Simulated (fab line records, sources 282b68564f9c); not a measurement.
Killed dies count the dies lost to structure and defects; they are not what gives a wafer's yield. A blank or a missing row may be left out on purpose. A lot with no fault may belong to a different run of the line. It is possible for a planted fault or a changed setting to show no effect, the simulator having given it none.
fab line records :: flow rit-cmos
record:
  lots: 14
  wafers: 42
  last-day: 11
route steps=202 shown GATE@81 M1@202
lots that met no fault: from a run of the same line without faults
start-h: the number of hours between the record's first day and the start of the first shown wafer of the lot :: wait-h: time in hours since the lot's previous step :: " repeats the value in the row above :: L1.1+2: a row that stands for several wafers :: - no value present, or no start provided :: * or withheld: withheld :: < > ~ a bound
route shown NAME@n: NAME is a module with steps in the file, n the number in the route of the first one :: usual: mean/standard deviation of fault-free wafers :: same: alike in all rows :: chamber/n: place in a boat :: sites: per-site readings :: _std_site: standard deviation across them :: _edge_site: mean of outer sites minus mean of inner sites :: radius-mm: for every site, how far away it sits from the centre of the wafer :: mask NAME#n: copy n :: behind: tool/chamber where the wafer was last shaped :: hold: why the lot went on hold/how many hours it stayed there/how the hold came to an end :: device: transistor that didn't switch, given as n, p or np :: end of line: at the end of the route, the tests of the same wafers :: a step with no rows: only its recipe :: killed: count of dies lost to structure and defects at first sort (not the wafer's yield) :: map: the dies of a wafer, with x for killed, . for not killed, _ for no die there
set.NAME: the run value of the setting; set.NAME@STEP: its run value at that earlier step :: model.NAME: the simulator's own value behind a step, which no gauge read
route steps across a sampled set of lots; one table per step, one row per wafer
services: from which hour (start-h, from the record's first day; less than 0 if before it) a tool's chamber was out of use, for how many hours, and why
== steps ==
step: RIT_GATE_OXIDATION_05
recipe:
  temp-c: 900
  ambient: O2
  target-thk-a: 30
  ox-time-s: 270
usual:
  spike-tc-load-C: 924/3.6
lot.wafer: L863.1
tool: furnace-04
chamber: 0
start-h: 41.25
wait-h: 1.0
spike-tc-load-C: 926

lot.wafer: L863.3
tool: furnace-04
chamber: 0
start-h: 41.25
wait-h: 1.0
spike-tc-load-C: 927

lot.wafer: L863.6
tool: furnace-04
chamber: 0
start-h: 41.25
wait-h: 1.0
spike-tc-load-C: 927

lot.wafer: L864.1
tool: furnace-03
chamber: 0
start-h: 47.08
wait-h: 1.8
spike-tc-load-C: 926

lot.wafer: L864.3
tool: furnace-03
chamber: 0
start-h: 47.08
wait-h: 1.8
spike-tc-load-C: 927

lot.wafer: L864.6
tool: furnace-03
chamber: 0
start-h: 47.08
wait-h: 1.8
spike-tc-load-C: 926

lot.wafer: L865.2
tool: furnace-03
chamber: 0
start-h: 47.08
wait-h: 1.0
spike-tc-load-C: 927

lot.wafer: L865.5
tool: furnace-03
chamber: 0
start-h: 47.08
wait-h: 1.0
spike-tc-load-C: 926

lot.wafer: L865.6
tool: furnace-03
chamber: 0
start-h: 47.08
wait-h: 1.0
spike-tc-load-C: 928

lot.wafer: L866.4
tool: furnace-01
chamber: 0
start-h: 53.37
wait-h: 2.4
spike-tc-load-C: 918

lot.wafer: L866.5
tool: furnace-01
chamber: 0
start-h: 53.37
wait-h: 2.4
spike-tc-load-C: 918

lot.wafer: L866.6
tool: furnace-01
chamber: 0
start-h: 53.37
wait-h: 2.4
spike-tc-load-C: 920

lot.wafer: L867.1
tool: furnace-04
chamber: 0
start-h: 54.59
wait-h: 1.1
spike-tc-load-C: 926

lot.wafer: L867.5
tool: furnace-04
chamber: 0
start-h: 54.59
wait-h: 1.1
spike-tc-load-C: 926

lot.wafer: L867.6
tool: furnace-04
chamber: 0
start-h: 54.59
wait-h: 1.1
spike-tc-load-C: 927

lot.wafer: L868.1
tool: furnace-01
chamber: 0
start-h: 58.67
wait-h: 0.1
spike-tc-load-C: 919

lot.wafer: L868.3
tool: furnace-01
chamber: 0
start-h: 58.67
wait-h: 0.1
spike-tc-load-C: 919

lot.wafer: L868.6
tool: furnace-01
chamber: 0
start-h: 58.67
wait-h: 0.1
spike-tc-load-C: 920

lot.wafer: L869.1
tool: furnace-03
chamber: 0
start-h: 67.14
wait-h: 2.6
spike-tc-load-C: 928

lot.wafer: L869.3
tool: furnace-03
chamber: 0
start-h: 67.14
wait-h: 2.6
spike-tc-load-C: 925

lot.wafer: L869.5
tool: furnace-03
chamber: 0
start-h: 67.14
wait-h: 2.6
spike-tc-load-C: 927

lot.wafer: L873.2
tool: furnace-01
chamber: 0
start-h: 86.44
wait-h: 0.0
spike-tc-load-C: 921

lot.wafer: L873.4
tool: furnace-01
chamber: 0
start-h: 86.44
wait-h: 0.0
spike-tc-load-C: 920

lot.wafer: L873.6
tool: furnace-01
chamber: 0
start-h: 86.44
wait-h: 0.0
spike-tc-load-C: 919

lot.wafer: L881.2
tool: furnace-03
chamber: 0
start-h: 125.73
wait-h: 1.8
spike-tc-load-C: 926

lot.wafer: L881.5
tool: furnace-03
chamber: 0
start-h: 125.73
wait-h: 1.8
spike-tc-load-C: 928

lot.wafer: L881.6
tool: furnace-03
chamber: 0
start-h: 125.73
wait-h: 1.8
spike-tc-load-C: 925

lot.wafer: L884.2
tool: furnace-04
chamber: 0
start-h: 138.29
wait-h: 0.0
spike-tc-load-C: 925

lot.wafer: L884.3
tool: furnace-04
chamber: 0
start-h: 138.29
wait-h: 0.0
spike-tc-load-C: 927

lot.wafer: L884.4
tool: furnace-04
chamber: 0
start-h: 138.29
wait-h: 0.0
spike-tc-load-C: 927

lot.wafer: L885.2
tool: furnace-01
chamber: 0
start-h: 147.12
wait-h: 2.0
spike-tc-load-C: 920

lot.wafer: L885.5
tool: furnace-01
chamber: 0
start-h: 147.12
wait-h: 2.0
spike-tc-load-C: 920

lot.wafer: L885.6
tool: furnace-01
chamber: 0
start-h: 147.12
wait-h: 2.0
spike-tc-load-C: 918

lot.wafer: L886.1
tool: furnace-01
chamber: 0
start-h: 150.20
wait-h: 1.1
spike-tc-load-C: 917

lot.wafer: L886.4
tool: furnace-01
chamber: 0
start-h: 150.20
wait-h: 1.1
spike-tc-load-C: 920

lot.wafer: L886.6
tool: furnace-01
chamber: 0
start-h: 150.20
wait-h: 1.1
spike-tc-load-C: 919

lot.wafer: L871.1
tool: furnace-04
chamber: 0
start-h: 193.32
wait-h: 120.0
spike-tc-load-C: 926

lot.wafer: L871.4
tool: furnace-04
chamber: 0
start-h: 193.32
wait-h: 120.0
spike-tc-load-C: 926

lot.wafer: L871.6
tool: furnace-04
chamber: 0
start-h: 193.32
wait-h: 120.0
spike-tc-load-C: 924

lot.wafer: L878.2
tool: furnace-04
chamber: 0
start-h: 232.05
wait-h: 121.5
spike-tc-load-C: 926

lot.wafer: L878.5
tool: furnace-04
chamber: 0
start-h: 232.05
wait-h: 121.5
spike-tc-load-C: 927

lot.wafer: L878.6
tool: furnace-04
chamber: 0
start-h: 232.05
wait-h: 121.5
spike-tc-load-C: 926
step: RIT_M1_PROBE_99
usual:
  killed_at_M0_to_M3: 0.0/0.083
  killed-at-contacts: 0.1/0.27
  killed-at-front-end: 7/3.3
  killed-dies: 7/3.3
  killed-on-rim: 2.0/1.5
  killed-open: 3.5/2
  killed-short: 3.8/2.2
same:
  gross-dies: 264
  killed_at_M4_up: 0
  killed-at-back-side: 0
  killed-at-other: 0
lot.wafer: L863.1
tool: prober-01
chamber: -
start-h: 67.89
wait-h: 0.1
killed_at_M0_to_M3: 0
killed-at-contacts: 0
killed-at-front-end: 1
killed-dies: 1
killed-on-rim: 0
killed-open: 0
killed-short: 1

lot.wafer: L863.3
tool: prober-01
chamber: -
start-h: 67.99
wait-h: 0.2
killed_at_M0_to_M3: 0
killed-at-contacts: 0
killed-at-front-end: 3
killed-dies: 3
killed-on-rim: 0
killed-open: 1
killed-short: 2

lot.wafer: L863.6
tool: prober-01
chamber: -
start-h: 68.14
wait-h: 0.2
killed_at_M0_to_M3: 0
killed-at-contacts: 0
killed-at-front-end: 6
killed-dies: 6
killed-on-rim: 0
killed-open: 3
killed-short: 3

lot.wafer: L864.1
tool: prober-01
chamber: -
start-h: 74.04
wait-h: 0.1
killed_at_M0_to_M3: 0
killed-at-contacts: 0
killed-at-front-end: 9
killed-dies: 9
killed-on-rim: 3
killed-open: 5
killed-short: 4

lot.wafer: L864.3
tool: prober-01
chamber: -
start-h: 74.14
wait-h: 0.2
killed_at_M0_to_M3: 0
killed-at-contacts: 0
killed-at-front-end: 9
killed-dies: 9
killed-on-rim: 3
killed-open: 2
killed-short: 6

lot.wafer: L864.6
tool: prober-01
chamber: -
start-h: 74.29
wait-h: 0.2
killed_at_M0_to_M3: 0
killed-at-contacts: 0
killed-at-front-end: 5
killed-dies: 5
killed-on-rim: 0
killed-open: 3
killed-short: 2

lot.wafer: L865.2
tool: prober-02
chamber: -
start-h: 75.59
wait-h: 0.1
killed_at_M0_to_M3: 0
killed-at-contacts: 0
killed-at-front-end: 7
killed-dies: 7
killed-on-rim: 2
killed-open: 2
killed-short: 5

lot.wafer: L865.5
tool: prober-02
chamber: -
start-h: 75.74
wait-h: 0.2
killed_at_M0_to_M3: 0
killed-at-contacts: 0
killed-at-front-end: 6
killed-dies: 6
killed-on-rim: 2
killed-open: 3
killed-short: 3

lot.wafer: L865.6
tool: prober-02
chamber: -
start-h: 75.79
wait-h: 0.2
killed_at_M0_to_M3: 0
killed-at-contacts: 0
killed-at-front-end: 7
killed-dies: 7
killed-on-rim: 2
killed-open: 3
killed-short: 4

lot.wafer: L866.4
tool: prober-01
chamber: -
start-h: 79.60
wait-h: 0.2
killed_at_M0_to_M3: 0
killed-at-contacts: 1
killed-at-front-end: 5
killed-dies: 6
killed-on-rim: 1
killed-open: 3
killed-short: 3

lot.wafer: L866.5
tool: prober-01
chamber: -
start-h: 79.65
wait-h: 0.2
killed_at_M0_to_M3: 0
killed-at-contacts: 0
killed-at-front-end: 4
killed-dies: 4
killed-on-rim: 2
killed-open: 2
killed-short: 2

lot.wafer: L866.6
tool: prober-01
chamber: -
start-h: 79.70
wait-h: 0.2
killed_at_M0_to_M3: 0
killed-at-contacts: 0
killed-at-front-end: 11
killed-dies: 11
killed-on-rim: 1
killed-open: 5
killed-short: 6

lot.wafer: L867.1
tool: prober-02
chamber: -
start-h: 81.27
wait-h: 0.1
killed_at_M0_to_M3: 0
killed-at-contacts: 0
killed-at-front-end: 8
killed-dies: 8
killed-on-rim: 0
killed-open: 4
killed-short: 4

lot.wafer: L867.5
tool: prober-02
chamber: -
start-h: 81.47
wait-h: 0.2
killed_at_M0_to_M3: 0
killed-at-contacts: 0
killed-at-front-end: 6
killed-dies: 6
killed-on-rim: 4
killed-open: 4
killed-short: 2

lot.wafer: L867.6
tool: prober-02
chamber: -
start-h: 81.52
wait-h: 0.2
killed_at_M0_to_M3: 0
killed-at-contacts: 0
killed-at-front-end: 8
killed-dies: 8
killed-on-rim: 2
killed-open: 6
killed-short: 1

lot.wafer: L868.1
tool: prober-01
chamber: -
start-h: 83.51
wait-h: 0.1
killed_at_M0_to_M3: 0
killed-at-contacts: 0
killed-at-front-end: 6
killed-dies: 6
killed-on-rim: 3
killed-open: 3
killed-short: 3

lot.wafer: L868.3
tool: prober-01
chamber: -
start-h: 83.61
wait-h: 0.2
killed_at_M0_to_M3: 0
killed-at-contacts: 0
killed-at-front-end: 4
killed-dies: 4
killed-on-rim: 1
killed-open: 2
killed-short: 2

lot.wafer: L868.6
tool: prober-01
chamber: -
start-h: 83.76
wait-h: 0.2
killed_at_M0_to_M3: 0
killed-at-contacts: 0
killed-at-front-end: 6
killed-dies: 6
killed-on-rim: 0
killed-open: 2
killed-short: 4

lot.wafer: L869.1
tool: prober-02
chamber: -
start-h: 91.67
wait-h: 0.1
killed_at_M0_to_M3: 0
killed-at-contacts: 0
killed-at-front-end: 6
killed-dies: 6
killed-on-rim: 0
killed-open: 3
killed-short: 3

lot.wafer: L869.3
tool: prober-02
chamber: -
start-h: 91.77
wait-h: 0.2
killed_at_M0_to_M3: 0
killed-at-contacts: 0
killed-at-front-end: 9
killed-dies: 9
killed-on-rim: 0
killed-open: 4
killed-short: 5

lot.wafer: L869.5
tool: prober-02
chamber: -
start-h: 91.87
wait-h: 0.2
killed_at_M0_to_M3: 0
killed-at-contacts: 0
killed-at-front-end: 7
killed-dies: 7
killed-on-rim: 2
killed-open: 2
killed-short: 5

lot.wafer: L873.2
tool: prober-02
chamber: -
start-h: 112.31
wait-h: 0.1
killed_at_M0_to_M3: 0
killed-at-contacts: 0
killed-at-front-end: 13
killed-dies: 13
killed-on-rim: 4
killed-open: 7
killed-short: 6

lot.wafer: L873.4
tool: prober-02
chamber: -
start-h: 112.41
wait-h: 0.2
killed_at_M0_to_M3: 1
killed-at-contacts: 0
killed-at-front-end: 6
killed-dies: 7
killed-on-rim: 2
killed-open: 3
killed-short: 4

lot.wafer: L873.6
tool: prober-02
chamber: -
start-h: 112.51
wait-h: 0.2
killed_at_M0_to_M3: 0
killed-at-contacts: 0
killed-at-front-end: 8
killed-dies: 8
killed-on-rim: 3
killed-open: 4
killed-short: 4

lot.wafer: L881.2
tool: prober-02
chamber: -
start-h: 152.01
wait-h: 0.1
killed_at_M0_to_M3: 0
killed-at-contacts: 0
killed-at-front-end: 9
killed-dies: 9
killed-on-rim: 1
killed-open: 6
killed-short: 3

lot.wafer: L881.5
tool: prober-02
chamber: -
start-h: 152.16
wait-h: 0.2
killed_at_M0_to_M3: 0
killed-at-contacts: 0
killed-at-front-end: 12
killed-dies: 12
killed-on-rim: 3
killed-open: 2
killed-short: 10

lot.wafer: L881.6
tool: prober-02
chamber: -
start-h: 152.21
wait-h: 0.2
killed_at_M0_to_M3: 0
killed-at-contacts: 0
killed-at-front-end: 14
killed-dies: 14
killed-on-rim: 5
killed-open: 5
killed-short: 9

lot.wafer: L884.2
tool: prober-01
chamber: -
start-h: 164.22
wait-h: 0.1
killed_at_M0_to_M3: 0
killed-at-contacts: 1
killed-at-front-end: 6
killed-dies: 7
killed-on-rim: 1
killed-open: 2
killed-short: 5

lot.wafer: L884.3
tool: prober-01
chamber: -
start-h: 164.27
wait-h: 0.2
killed_at_M0_to_M3: 0
killed-at-contacts: 0
killed-at-front-end: 7
killed-dies: 7
killed-on-rim: 1
killed-open: 6
killed-short: 1

lot.wafer: L884.4
tool: prober-01
chamber: -
start-h: 164.32
wait-h: 0.2
killed_at_M0_to_M3: 0
killed-at-contacts: 0
killed-at-front-end: 5
killed-dies: 5
killed-on-rim: 0
killed-open: 2
killed-short: 3

lot.wafer: L885.2
tool: prober-02
chamber: -
start-h: 173.40
wait-h: 0.1
killed_at_M0_to_M3: 0
killed-at-contacts: 0
killed-at-front-end: 3
killed-dies: 3
killed-on-rim: 0
killed-open: 1
killed-short: 2

lot.wafer: L885.5
tool: prober-02
chamber: -
start-h: 173.55
wait-h: 0.2
killed_at_M0_to_M3: 0
killed-at-contacts: 0
killed-at-front-end: 8
killed-dies: 8
killed-on-rim: 3
killed-open: 2
killed-short: 6

lot.wafer: L885.6
tool: prober-02
chamber: -
start-h: 173.60
wait-h: 0.2
killed_at_M0_to_M3: 0
killed-at-contacts: 0
killed-at-front-end: 7
killed-dies: 7
killed-on-rim: 2
killed-open: 3
killed-short: 4

lot.wafer: L886.1
tool: prober-01
chamber: -
start-h: 178.72
wait-h: 0.1
killed_at_M0_to_M3: 0
killed-at-contacts: 0
killed-at-front-end: 5
killed-dies: 5
killed-on-rim: 0
killed-open: 3
killed-short: 2

lot.wafer: L886.4
tool: prober-01
chamber: -
start-h: 178.87
wait-h: 0.2
killed_at_M0_to_M3: 0
killed-at-contacts: 0
killed-at-front-end: 3
killed-dies: 3
killed-on-rim: 1
killed-open: 2
killed-short: 1

lot.wafer: L886.6
tool: prober-01
chamber: -
start-h: 178.97
wait-h: 0.2
killed_at_M0_to_M3: 0
killed-at-contacts: 0
killed-at-front-end: 7
killed-dies: 7
killed-on-rim: 5
killed-open: 5
killed-short: 2

lot.wafer: L871.1
tool: prober-02
chamber: -
start-h: 219.92
wait-h: 0.1
killed_at_M0_to_M3: 1
killed-at-contacts: 0
killed-at-front-end: 6
killed-dies: 7
killed-on-rim: 3
killed-open: 3
killed-short: 1

lot.wafer: L871.4
tool: prober-02
chamber: -
start-h: 220.07
wait-h: 0.2
killed_at_M0_to_M3: 0
killed-at-contacts: 0
killed-at-front-end: 18
killed-dies: 18
killed-on-rim: 4
killed-open: 11
killed-short: 6

lot.wafer: L871.6
tool: prober-02
chamber: -
start-h: 220.17
wait-h: 0.2
killed_at_M0_to_M3: 1
killed-at-contacts: 1
killed-at-front-end: 13
killed-dies: 15
killed-on-rim: 5
killed-open: 5
killed-short: 5

lot.wafer: L878.2
tool: prober-01
chamber: -
start-h: 258.13
wait-h: 0.1
killed_at_M0_to_M3: 0
killed-at-contacts: 0
killed-at-front-end: 11
killed-dies: 11
killed-on-rim: 4
killed-open: 5
killed-short: 4

lot.wafer: L878.5
tool: prober-01
chamber: -
start-h: 258.28
wait-h: 0.2
killed_at_M0_to_M3: 0
killed-at-contacts: 0
killed-at-front-end: 17
killed-dies: 17
killed-on-rim: 6
killed-open: 8
killed-short: 8

lot.wafer: L878.6
tool: prober-01
chamber: -
start-h: 258.33
wait-h: 0.2
killed_at_M0_to_M3: 0
killed-at-contacts: 1
killed-at-front-end: 11
killed-dies: 12
killed-on-rim: 3
killed-open: 6
killed-short: 6
killed by level:class
L863.1 SPACER:geometric-particle:short=1
L863.3 FOX2:geometric-particle:short=1 SPACER:geometric-particle:short=1 SILICIDE:geometric-particle:open=1
L863.6 FOX1:geometric-particle:open=2 FOX2:geometric-particle:short=2 FOX2:geometric-particle:open=1 SILICIDE:geometric-particle:short=1
L864.1 GATE:geometric-particle:short=2 REOX:geometric-particle:short=2 REOX:geometric-particle:open=2 SILICIDE:geometric-particle:open=2 GATE:geometric-particle:open=1
L864.3 SPACER:geometric-particle:short=3 GATE:geometric-particle:short=2 FOX2:geometric-particle:short=1 GATE:geometric-particle:open=1 REOX:geometric-particle:open=1 GATE:coat-microbubble-printed=1
L864.6 GATE:geometric-particle:open=2 GATE:geometric-particle:short=2 FOX2:geometric-particle:open=1
L865.2 GATE:geometric-particle:short=2 SPACER:geometric-particle:open=2 SPACER:geometric-particle:short=2 SILICIDE:geometric-particle:short=1
L865.5 GATE:geometric-particle:short=2 SPACER:geometric-particle:open=2 FOX1:geometric-particle:short=1 GATE:geometric-particle:open=1
L865.6 GATE:geometric-particle:open=2 GATE:geometric-particle:short=2 SILICIDE:geometric-particle:short=2 SILICIDE:geometric-particle:open=1
L866.4 FOX2:geometric-particle:short=1 GATE:geometric-particle:open=1 REOX:geometric-particle:open=1 SPACER:geometric-particle:short=1 SILICIDE:geometric-particle:open=1 CONTACT:geometric-particle:short=1
L866.5 FOX2:geometric-particle:short=1 FOX2:geometric-particle:open=1 GATE:geometric-particle:open=1 REOX:geometric-particle:short=1
L866.6 FOX2:geometric-particle:short=3 GATE:geometric-particle:open=2 REOX:geometric-particle:short=2 SILICIDE:geometric-particle:open=2 FOX2:geometric-particle:open=1 SILICIDE:geometric-particle:short=1
L867.1 SPACER:geometric-particle:open=2 SILICIDE:geometric-particle:short=2 FOX1:geometric-particle:open=1 GATE:geometric-particle:short=1 SPACER:geometric-particle:short=1 SILICIDE:geometric-particle:open=1
L867.5 REOX:geometric-particle:open=3 FOX1:geometric-particle:open=1 GATE:geometric-particle:short=1 REOX:geometric-particle:short=1
L867.6 REOX:geometric-particle:open=4 FOX1:geometric-particle:open=2 GATE:geometric-particle:short=1 NRETRO:coat-microbubble-printed=1
L868.1 GATE:geometric-particle:open=2 SPACER:geometric-particle:short=2 REOX:geometric-particle:open=1 SILICIDE:geometric-particle:short=1
L868.3 GATE:geometric-particle:short=1 GATE:geometric-particle:open=1 REOX:geometric-particle:open=1 SILICIDE:geometric-particle:short=1
L868.6 GATE:geometric-particle:short=2 FOX2:geometric-particle:short=1 GATE:geometric-particle:open=1 SILICIDE:geometric-particle:open=1 SILICIDE:geometric-particle:short=1
L869.1 GATE:geometric-particle:open=2 GATE:geometric-particle:short=2 FOX2:geometric-particle:short=1 SILICIDE:geometric-particle:open=1
L869.3 GATE:geometric-particle:open=3 REOX:geometric-particle:short=2 GATE:geometric-particle:short=1 SPACER:geometric-particle:short=1 SILICIDE:geometric-particle:short=1 SILICIDE:geometric-particle:open=1
L869.5 GATE:geometric-particle:short=5 GATE:geometric-particle:open=2
L873.2 FOX1:geometric-particle:open=5 REOX:geometric-particle:short=3 FOX1:geometric-particle:short=1 GATE:geometric-particle:short=1 GATE:geometric-particle:open=1 SPACER:geometric-particle:short=1 SILICIDE:geometric-particle:open=1
L873.4 GATE:geometric-particle:open=2 FOX1:geometric-particle:short=1 GATE:geometric-particle:short=1 REOX:geometric-particle:short=1 REOX:geometric-particle:open=1 M1:geometric-particle:short=1
L873.6 FOX2:geometric-particle:open=2 GATE:geometric-particle:short=2 SILICIDE:geometric-particle:short=2 GATE:geometric-particle:open=1 SPACER:geometric-particle:open=1
L881.2 GATE:geometric-particle:short=3 FOX1:geometric-particle:open=2 GATE:geometric-particle:open=2 REOX:geometric-particle:open=1 SPACER:geometric-particle:open=1
L881.5 GATE:geometric-particle:short=4 FOX1:geometric-particle:short=3 FOX2:geometric-particle:short=2 FOX2:geometric-particle:open=1 SPACER:geometric-particle:open=1 SILICIDE:geometric-particle:short=1
L881.6 FOX1:geometric-particle:short=3 FOX2:geometric-particle:open=2 GATE:geometric-particle:short=2 GATE:geometric-particle:open=2 FOX2:geometric-particle:short=1 REOX:geometric-particle:short=1 SPACER:geometric-particle:short=1 SPACER:geometric-particle:open=1
L884.2 REOX:geometric-particle:short=2 ACTIVE:geometric-particle:short=1 FOX1:geometric-particle:short=1 FOX1:geometric-particle:open=1 SILICIDE:geometric-particle:short=1 CONTACT:geometric-particle:open=1
L884.3 SILICIDE:geometric-particle:open=2 ACTIVE:geometric-particle:open=1 FOX1:geometric-particle:short=1 FOX1:geometric-particle:open=1 FOX2:geometric-particle:open=1 GATE:geometric-particle:open=1
L884.4 FOX1:geometric-particle:short=2 SILICIDE:geometric-particle:open=2 GATE:geometric-particle:short=1
L885.2 GATE:geometric-particle:short=2 GATE:geometric-particle:open=1
L885.5 GATE:geometric-particle:short=4 GATE:geometric-particle:open=2 FOX1:geometric-particle:short=1 SILICIDE:geometric-particle:short=1
L885.6 FOX2:geometric-particle:short=2 GATE:geometric-particle:open=2 FOX1:geometric-particle:open=1 GATE:geometric-particle:short=1 REOX:geometric-particle:short=1
L886.1 FOX1:geometric-particle:open=1 FOX2:geometric-particle:short=1 FOX2:geometric-particle:open=1 GATE:geometric-particle:short=1 GATE:geometric-particle:open=1
L886.4 FOX1:geometric-particle:open=1 GATE:geometric-particle:short=1 SILICIDE:geometric-particle:open=1
L886.6 FOX2:geometric-particle:open=2 GATE:geometric-particle:open=2 GATE:geometric-particle:short=2 SILICIDE:geometric-particle:open=1
L871.1 SILICIDE:geometric-particle:open=3 GATE:geometric-particle:short=1 NSD:coat-microbubble-printed=1 PSD:coat-microbubble-printed=1 M1:coat-microbubble-printed=1
L871.4 GATE:geometric-particle:short=4 GATE:geometric-particle:open=3 SILICIDE:geometric-particle:open=3 FOX1:geometric-particle:open=2 SPACER:geometric-particle:open=2 FOX1:geometric-particle:short=1 REOX:geometric-particle:open=1 SILICIDE:geometric-particle:short=1
L871.6 GATE:geometric-particle:short=2 SPACER:geometric-particle:open=2 SILICIDE:geometric-particle:short=2 FOX1:geometric-particle:open=1 GATE:geometric-particle:open=1 SPACER:geometric-particle:short=1 SILICIDE:geometric-particle:open=1 NLDD:coat-microbubble-printed=1
L878.2 GATE:geometric-particle:short=3 GATE:geometric-particle:open=2 SILICIDE:geometric-particle:open=2 FOX1:geometric-particle:short=1 FOX1:geometric-particle:open=1 GATE:coat-microbubble-printed=1 NLDD:coat-microbubble-printed=1
L878.5 SPACER:geometric-particle:open=4 GATE:geometric-particle:short=3 FOX1:geometric-particle:short=2 FOX1:geometric-particle:open=1 FOX2:geometric-particle:short=1 GATE:geometric-particle:open=1 REOX:geometric-particle:open=1 SPACER:geometric-particle:short=1
L878.6 FOX1:geometric-particle:short=4 FOX1:geometric-particle:open=2 SPACER:geometric-particle:open=2 GATE:geometric-particle:short=1 GATE:geometric-particle:open=1 REOX:geometric-particle:short=1 CONTACT:geometric-particle:open=1
== services ==
tool: furnace-04
chamber: -
start-h: 26.12
hours: 3.6
kind: pm

tool: furnace-03
chamber: -
start-h: 50.70
hours: 3.2
kind: pm

tool: furnace-04
chamber: -
start-h: 148.98
hours: 3.5
kind: pm

tool: furnace-01
chamber: -
start-h: 158.09
hours: 3.9
kind: pm
== key ==
first-sign:
  step: RIT_GATE_OXIDATION_05
  reading: wait-h
  direction: changed
effect none on later readings
met-at RIT_GATE_OXIDATION_05
struck-lots L871,L878
struck-wafers L871.1,L871.4,L871.6,L878.2,L878.5,L878.6
tester-left-out L871,L878
fault:
  kind: queue-time-violation
  tool: furnace-01,furnace-03,furnace-04
  chamber: 0
  onset-h: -
  steps: RIT_GATE_OXIDATION_05
  delay-hr: 120
  scope: struck-lots-only
tester-left-out: of these lots the tester's yield and bins aren't shown, on N5 and GAA mostly nor the transistor test; their killed dies are dies lost to structure and defects alone, not to doping, threshold or leakage, so they don't give the yield
